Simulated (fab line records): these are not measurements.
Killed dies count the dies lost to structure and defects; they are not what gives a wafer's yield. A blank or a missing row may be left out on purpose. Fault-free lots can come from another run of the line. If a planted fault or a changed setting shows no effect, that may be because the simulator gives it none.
Chamber matching | flow rit-cmos | 4 sister chambers for RIT_ACTIVE_ETCH_13 on rie-diel-01
The step etches Si3N4 in SF6, stops on SiO2, time 210 s, target depth 210 nm. 14 wafers are shown with their chamber, then 7 later ones without.

WAFERS, EACH WITH ITS CHAMBER
wafer  | chamber | throttle-valve-pct (%) | oes-product-au (a.u.)
L848.1 | 1       | 7.55                   | 0.836
L848.3 | 2       | 7.32                   | 0.843
L848.6 | 1       | 7.56                   | 0.826
L851.1 | 3       | 7.40                   | 0.832
L851.3 | 1       | 7.56                   | 0.837
L851.4 | 0       | 7.61                   | 0.813
L853.1 | 1       | 7.56                   | 0.828
L853.4 | 0       | 7.59                   | 0.804
L853.5 | 0       | 7.60                   | 0.804
L856.3 | 1       | 7.56                   | 0.841
L856.4 | 0       | 7.61                   | 0.813
L856.6 | 1       | 7.56                   | 0.825
L864.1 | 0       | 7.62                   | 0.821
L864.4 | 3       | 7.39                   | 0.833

SIGNATURES, as means of the wafers listed above
reading            | chamber 0 | chamber 1 | chamber 2 | chamber 3 | scatter within a chamber
throttle-valve-pct | 7.6060    | 7.5583    | 7.3200    | 7.3950    | 0.00808
oes-product-au     | 0.81100   | 0.83217   | 0.84300   | 0.83250   | 0.00655
Rule: a wafer's distance from a chamber is the root of the sum, over the readings, of the square of ((its reading less the chamber's mean) divided by the reading's scatter). The wafer belongs to the nearest chamber; if the next one is less than 2 further off, it can't be placed. The scatter is the square root of a quotient: the sum, over the shown wafers, of each reading's squared deviation from its chamber's mean, divided by wafers minus chambers.

WAFERS WHOSE CHAMBER IS MISSING
wafer  | throttle-valve-pct (%) | oes-product-au (a.u.)
L864.6 | 7.41                   | 0.832
L865.1 | 7.55                   | 0.836
L865.2 | 7.33                   | 0.838
L865.5 | 7.58                   | 0.820
L866.2 | 7.37                   | 0.832
L866.5 | 7.60                   | 0.806
L866.6 | 7.39                   | 0.837

CHAMBER TAKEN BY EACH
wafer  | from the rows above     | in truth
L864.6 | 3                       | 3
L865.1 | 1                       | 1
L865.2 | 2                       | 2
L865.5 | can't be placed: 1 or 0 | 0
L866.2 | 3                       | 3
L866.5 | 0                       | 0
L866.6 | 3                       | 3
6 of 7 placed correctly. Not placeable from these rows: 1 (in 1, the candidates include the true chamber). Wrongly placed: 0.
